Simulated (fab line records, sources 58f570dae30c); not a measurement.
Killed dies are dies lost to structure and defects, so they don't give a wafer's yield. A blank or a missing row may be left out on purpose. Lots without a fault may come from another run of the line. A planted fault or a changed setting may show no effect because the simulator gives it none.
A sampling plan put to the test | flow berkeley_cmos170 | one fab line, 28 faults that these records tell of, each judged on the records of the lots that it struck
The plan is the line's own looks: the steps of the route at which a gauge or an inspection reads the wafer and doesn't change it. A look can be judged if struck wafers have a number there and the file gives its usual mean and standard deviation on fault-free wafers. Caught: at a look after the fault's first step, the mean of the struck wafers lies 4 or more of those standard deviations (sigma) from the usual mean. On the tool: the same test on the tool's own readings at the fault's steps. Another recipe on the struck wafers, or a record that is blank for them alone, also counts as caught.

THE FAULTS, as the simulator had put them in
1. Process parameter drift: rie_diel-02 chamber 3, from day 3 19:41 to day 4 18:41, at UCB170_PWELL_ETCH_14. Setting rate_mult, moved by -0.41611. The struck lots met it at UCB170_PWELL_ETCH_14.
2. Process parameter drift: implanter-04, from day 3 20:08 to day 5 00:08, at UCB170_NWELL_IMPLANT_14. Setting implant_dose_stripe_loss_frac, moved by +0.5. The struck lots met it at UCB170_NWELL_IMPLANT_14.
3. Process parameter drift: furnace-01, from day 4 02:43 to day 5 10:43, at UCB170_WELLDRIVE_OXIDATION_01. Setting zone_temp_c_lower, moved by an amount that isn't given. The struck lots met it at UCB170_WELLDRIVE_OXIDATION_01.
4. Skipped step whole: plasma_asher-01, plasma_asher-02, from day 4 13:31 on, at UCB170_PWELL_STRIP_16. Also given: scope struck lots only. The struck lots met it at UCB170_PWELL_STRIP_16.
5. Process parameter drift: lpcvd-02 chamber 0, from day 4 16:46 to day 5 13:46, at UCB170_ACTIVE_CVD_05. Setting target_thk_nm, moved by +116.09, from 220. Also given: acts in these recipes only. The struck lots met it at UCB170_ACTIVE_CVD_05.
6. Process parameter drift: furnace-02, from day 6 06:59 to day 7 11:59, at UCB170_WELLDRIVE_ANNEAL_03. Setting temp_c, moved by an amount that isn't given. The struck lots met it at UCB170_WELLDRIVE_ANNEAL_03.
7. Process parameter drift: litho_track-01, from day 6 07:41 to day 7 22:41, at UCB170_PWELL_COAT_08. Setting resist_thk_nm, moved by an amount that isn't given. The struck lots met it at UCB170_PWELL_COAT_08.
8. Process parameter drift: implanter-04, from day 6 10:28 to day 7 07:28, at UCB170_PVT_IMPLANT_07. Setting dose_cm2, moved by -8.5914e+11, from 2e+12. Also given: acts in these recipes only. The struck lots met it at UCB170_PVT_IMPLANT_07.
9. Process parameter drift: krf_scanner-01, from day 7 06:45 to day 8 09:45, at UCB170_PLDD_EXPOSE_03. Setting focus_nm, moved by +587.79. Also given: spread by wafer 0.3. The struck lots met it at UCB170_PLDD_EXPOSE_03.
10. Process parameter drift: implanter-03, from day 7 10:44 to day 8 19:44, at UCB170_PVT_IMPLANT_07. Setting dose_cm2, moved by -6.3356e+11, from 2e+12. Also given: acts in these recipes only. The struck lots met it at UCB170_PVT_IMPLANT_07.
11. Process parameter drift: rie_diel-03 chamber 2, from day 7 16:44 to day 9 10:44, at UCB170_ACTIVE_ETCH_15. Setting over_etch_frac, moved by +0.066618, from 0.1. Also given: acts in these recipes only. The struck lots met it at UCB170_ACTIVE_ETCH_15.
12. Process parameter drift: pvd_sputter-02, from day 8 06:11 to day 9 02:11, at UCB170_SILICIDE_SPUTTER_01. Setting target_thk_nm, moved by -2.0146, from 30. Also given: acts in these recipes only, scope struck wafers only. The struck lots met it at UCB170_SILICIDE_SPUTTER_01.
13. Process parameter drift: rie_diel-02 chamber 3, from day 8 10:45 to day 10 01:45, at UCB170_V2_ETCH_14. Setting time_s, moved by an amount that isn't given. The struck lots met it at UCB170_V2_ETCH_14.
14. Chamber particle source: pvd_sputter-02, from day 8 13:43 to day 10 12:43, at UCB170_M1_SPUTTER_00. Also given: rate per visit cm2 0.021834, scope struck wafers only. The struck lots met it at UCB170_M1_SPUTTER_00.
15. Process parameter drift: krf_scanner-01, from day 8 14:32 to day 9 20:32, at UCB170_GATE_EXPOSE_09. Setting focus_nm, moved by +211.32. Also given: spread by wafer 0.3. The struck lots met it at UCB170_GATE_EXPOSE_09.
16. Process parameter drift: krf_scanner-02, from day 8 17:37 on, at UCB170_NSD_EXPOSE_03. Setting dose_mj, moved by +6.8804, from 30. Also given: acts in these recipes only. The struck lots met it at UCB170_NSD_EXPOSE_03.
17. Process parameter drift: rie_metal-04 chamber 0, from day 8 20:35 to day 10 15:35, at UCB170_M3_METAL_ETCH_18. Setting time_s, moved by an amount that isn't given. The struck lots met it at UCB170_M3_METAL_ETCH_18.
18. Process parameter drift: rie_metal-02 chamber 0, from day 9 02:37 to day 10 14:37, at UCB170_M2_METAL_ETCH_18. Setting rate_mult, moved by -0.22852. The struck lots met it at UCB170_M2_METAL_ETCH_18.
19. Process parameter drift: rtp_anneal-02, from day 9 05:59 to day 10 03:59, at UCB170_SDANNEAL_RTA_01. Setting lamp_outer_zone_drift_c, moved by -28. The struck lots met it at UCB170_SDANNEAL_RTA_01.
20. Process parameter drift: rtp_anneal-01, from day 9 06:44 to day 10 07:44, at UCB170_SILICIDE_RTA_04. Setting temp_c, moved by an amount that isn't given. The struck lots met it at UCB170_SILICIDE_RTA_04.
21. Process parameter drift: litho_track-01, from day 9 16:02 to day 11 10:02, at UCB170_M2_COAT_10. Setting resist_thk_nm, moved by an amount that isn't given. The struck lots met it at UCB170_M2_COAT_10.
22. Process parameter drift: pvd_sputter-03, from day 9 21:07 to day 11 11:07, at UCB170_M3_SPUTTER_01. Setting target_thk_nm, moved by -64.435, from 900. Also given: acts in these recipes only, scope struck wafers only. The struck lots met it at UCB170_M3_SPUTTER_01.
23. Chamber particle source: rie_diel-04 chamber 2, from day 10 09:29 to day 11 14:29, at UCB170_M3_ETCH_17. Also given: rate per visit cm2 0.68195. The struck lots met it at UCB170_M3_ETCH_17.
24. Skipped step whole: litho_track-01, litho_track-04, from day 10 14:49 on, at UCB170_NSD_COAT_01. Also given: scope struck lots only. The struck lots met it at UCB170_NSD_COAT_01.
25. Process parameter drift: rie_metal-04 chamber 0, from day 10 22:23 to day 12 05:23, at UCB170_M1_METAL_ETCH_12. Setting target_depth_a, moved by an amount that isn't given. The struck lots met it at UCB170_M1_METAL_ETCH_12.
26. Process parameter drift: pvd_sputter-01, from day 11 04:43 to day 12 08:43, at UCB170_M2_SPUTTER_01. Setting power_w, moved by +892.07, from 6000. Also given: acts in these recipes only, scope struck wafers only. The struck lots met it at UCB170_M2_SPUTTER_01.
27. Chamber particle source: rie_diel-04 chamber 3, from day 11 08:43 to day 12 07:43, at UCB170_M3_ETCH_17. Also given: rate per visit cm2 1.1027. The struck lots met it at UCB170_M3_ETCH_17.
28. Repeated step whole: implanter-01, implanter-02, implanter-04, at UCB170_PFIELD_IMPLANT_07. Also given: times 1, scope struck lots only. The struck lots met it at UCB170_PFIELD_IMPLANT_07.

WHAT THE PLAN SAW
fault | on the tool itself                               | first look that catches it                      | reading, sigma                                       | median hours from its first step to that look | hours from the fault's start to the first struck lot there | judged looks passed uncaught
1     | oes_product_au -12 sigma                         | no look after it can be judged                  | -                                                    | -                                             | -                                                          | 0
2     | under 2 sigma                                    | none of the 3 looks that can be judged after it | strongest: NWELL_TW at UCB170_NWELL_TW_MEAS_16, -2.7 | -                                             | -                                                          | 3
3     | no reading that can be judged                    | UCB170_WELLDRIVE_THK_MEAS_02                    | WELLDRIVE_OXIDE_THK -6.0                             | 3.5                                           | 9                                                          | 0
4     | no reading that can be judged                    | not the one look that can be judged after it    | -                                                    | -                                             | -                                                          | 1
5     | under 2 sigma                                    | UCB170_ACTIVE_THK_MEAS_06                       | ACTIVE_NITRIDE_THK +50                               | 1.9                                           | 4                                                          | 0
6     | tube_center_temp_C +99 or beyond sigma           | no look after it can be judged                  | -                                                    | -                                             | -                                                          | 0
7     | under 2 sigma                                    | none of the 2 looks that can be judged after it | -                                                    | -                                             | -                                                          | 2
8     | dose_ions_cm2 -99 or beyond sigma                | UCB170_PVT_TW_MEAS_09                           | PVT_TW -26                                           | 0.2                                           | 0                                                          | 0
9     | exposure_dose_mJ_cm2 -23 sigma                   | UCB170_PLDD_CD_MEAS_06                          | cd_nm +7.0                                           | 0.5                                           | 14                                                         | 0
10    | dose_ions_cm2 -99 or beyond sigma                | UCB170_PVT_TW_MEAS_09                           | PVT_TW -18                                           | 0.2                                           | 0                                                          | 0
11    | only faintly: oes_product_au -2.0 sigma          | none of the 3 looks that can be judged after it | -                                                    | -                                             | -                                                          | 3
12    | under 2 sigma                                    | UCB170_SILICIDE_RS_MEAS_02                      | SILICIDE_TI_RS +6.1                                  | 0.0                                           | 5                                                          | 0
13    | run_length_s +99 or beyond sigma                 | no look after it can be judged                  | -                                                    | -                                             | -                                                          | 0
14    | under 2 sigma                                    | not the one look that can be judged after it    | -                                                    | -                                             | -                                                          | 1
15    | exposure_dose_mJ_cm2 -4.4 sigma                  | UCB170_GATE_CD_MEAS_12                          | cd_nm -4.3                                           | 0.4                                           | 11                                                         | 0
16    | exposure_dose_mJ_cm2 +99 or beyond sigma         | UCB170_NSD_CD_MEAS_06                           | cd_nm +22                                            | 0.6                                           | 11                                                         | 0
17    | run_length_s -43 sigma                           | no look after it can be judged                  | -                                                    | -                                             | -                                                          | 0
18    | under 2 sigma                                    | none of the 2 looks that can be judged after it | strongest: cd_nm at UCB170_M2_CD_MEAS_90, +3.1       | -                                             | -                                                          | 2
19    | under 2 sigma                                    | UCB170_SDANNEAL_RS_MEAS_02                      | PSD_RS +27                                           | 0.1                                           | 0                                                          | 0
20    | wafer_temp_C_max -21 sigma                       | no look after it can be judged                  | -                                                    | -                                             | -                                                          | 0
21    | under 2 sigma                                    | UCB170_M2_CD_MEAS_15                            | cd_nm -8.1                                           | 1.6                                           | 10                                                         | 0
22    | under 2 sigma                                    | UCB170_M3_RS_MEAS_02                            | M3_AL_RS +8.8                                        | 0.1                                           | 9                                                          | 0
23    | under 2 sigma                                    | no look after it can be judged                  | -                                                    | -                                             | -                                                          | 0
24    | the tool's record is blank for the struck wafers | no look after it can be judged                  | -                                                    | -                                             | -                                                          | 0
25    | oes_product_au +4.8 sigma                        | no look after it can be judged                  | -                                                    | -                                             | -                                                          | 0
26    | cathode_dc_power_W +99 or beyond sigma           | UCB170_M2_RS_MEAS_02                            | M2_AL_RS -10                                         | 0.1                                           | 7                                                          | 0
27    | under 2 sigma                                    | no look after it can be judged                  | -                                                    | -                                             | -                                                          | 0
28    | no reading that can be judged                    | UCB170_PFIELD_TW_MEAS_09                        | PFIELD_TW +48                                        | 0.6                                           | -                                                          | 0
A dash: the fault isn't caught, or these records don't give the number.

Caught at a look: 13 of 28. Caught on the tool: 13 of 28. By one or the other: 20 of 28.
Caught on the tool alone: faults 1, 6, 13, 17, 20, 24, 25.
Caught at a look alone: faults 3, 5, 12, 19, 21, 22, 28.
Caught by neither: faults 2, 4, 7, 11, 14, 18, 23, 27.

THINNER SAMPLING
If the look that catches a fault measured only every second or every third lot, by lot number, the first struck lot would be measured this late in the worst case:
fault | struck lots at that look, in order of time | every lot | every second lot | every third lot
3     | L532, L533                                 | 9 h       | 9 h              | may miss all 2
5     | L785, L786                                 | 4 h       | 21 h             | may miss all 2
8     | L699, L698                                 | 0 h       | 0 h              | may miss all 2
9     | L347, L345                                 | 14 h      | may miss all 2   | may miss all 2
10    | L297, L295, L298                           | 0 h       | 19 h             | may miss all 3
12    | L801, L800                                 | 5 h       | 5 h              | may miss all 2
15    | L306                                       | 11 h      | may miss it      | may miss it
16    | L811, L810                                 | 11 h      | 11 h             | may miss all 2
19    | L392, L394                                 | 0 h       | may miss all 2   | may miss all 2
21    | L373, L375                                 | 10 h      | may miss all 2   | may miss all 2
22    | L975, L973                                 | 9 h       | may miss all 2   | may miss all 2
26    | L812, L811                                 | 7 h       | 8 h              | may miss all 2
Hours are from the fault's start to the first struck lot that is measured. The limit of 4 sigma was tested on all struck wafers together, so one lot alone may lie under it. Other struck lots may not be in these records.

THE LONGEST TIMED WAY FROM STEP TO LOOK
Fault 3: a median of 3.5 hours passes between UCB170_WELLDRIVE_OXIDATION_01 and UCB170_WELLDRIVE_THK_MEAS_02. No look between them can be judged.
